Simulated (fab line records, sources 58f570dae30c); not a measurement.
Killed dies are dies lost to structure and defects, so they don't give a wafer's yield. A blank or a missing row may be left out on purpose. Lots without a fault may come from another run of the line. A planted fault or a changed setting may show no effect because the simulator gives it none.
One fault seen from 2 desks | flow berkeley_cmos170 | each desk has only its own numbers; what lay behind them comes last

THE METROLOGY DESK
What the gauges read, lot by lot, whatever tool the lot ran on: means of the sampled wafers that have a number. A lot is out of limits, marked OUT, if its mean lies more than 4 standard deviations from the usual mean; the brackets give that distance.
Columns: A = M2_AL_RS at UCB170_M2_RS_MEAS_02, usual 0.0322 ohm/sq; B = M3_AL_RS at UCB170_M3_RS_MEAS_02, usual 0.0321 ohm/sq
lot  | first seen here | A      | B
L916 | day 7 06:46     | 0.0319 | 0.0321
L918 | day 8 05:17     | 0.0320 | 0.0324
L919 | day 8 16:19     | 0.0320 | 0.0324
L920 | day 8 16:33     | 0.0327 | 0.0320
L921 | day 8 17:15     | 0.0323 | 0.0320
L922 | day 9 01:05     | 0.0321 | 0.0319
L923 | day 9 07:03     | 0.0324 | 0.0325
L924 | day 9 10:24     | 0.0326 | 0.0320
L931 | day 10 16:21    | 0.0327 | 0.0325
L933 | day 11 03:19    | 0.0319 | 0.0322
L936 | day 11 10:14    | 0.0323 | 0.0318
L939 | day 12 02:28    | 0.0325 | 0.0328
L937 | day 12 06:38    | 0.0320 | 0.0321
L938 | day 12 06:54    | 0.0320 | 0.0318
This desk's finding: nothing out of limits on any of the 14 lots.

THE TOOL OWNER'S DESK: litho_track-01
The tool's own readings at UCB170_V2_SOFTBAKE_08 (time 60 s): means of the sampled wafers that have a number, for each lot that ran on this tool. A lot is out of limits, marked OUT, if its mean lies more than 4 standard deviations from the usual mean; the brackets give that distance.
Columns: A = heater_power_total_W at UCB170_V2_SOFTBAKE_08, usual 56.80 W; B = run_length_s at UCB170_V2_SOFTBAKE_08, usual 89.02 s
lot  | first seen here | A                | B
L919 | day 8 21:46     | 56.77            | 88.95
L921 | day 8 22:40     | 56.82            | 88.91
L922 | day 9 06:37     | 57.20 (+9.0) OUT | 87.29 (-12) OUT
L923 | day 9 11:07     | 57.20 (+9.1) OUT | 87.40 (-11) OUT
This desk's finding: out of limits on L922, L923; first on L922, day 9 06:37 (heater_power_total_W at UCB170_V2_SOFTBAKE_08). In limits: L919, L921.

PUT TOGETHER
The tool owner's desk could have raised an alarm at day 9 06:37, on L922, L923.
The metrology desk saw nothing out of limits.
The metrology desk has L922, L923 on record, within its limits.
Of the lots named, all ran UCB170_V2_SOFTBAKE_08 on litho_track-01.

WHAT THE SIMULATOR HAD PUT IN
Process parameter drift: litho_track-01, from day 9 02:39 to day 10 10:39, at UCB170_V2_SOFTBAKE_08. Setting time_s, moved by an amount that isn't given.
Lots struck among those shown: L922, L923.
Hours from the fault's start to each desk's first reading out of limits: the tool owner's desk, 4.
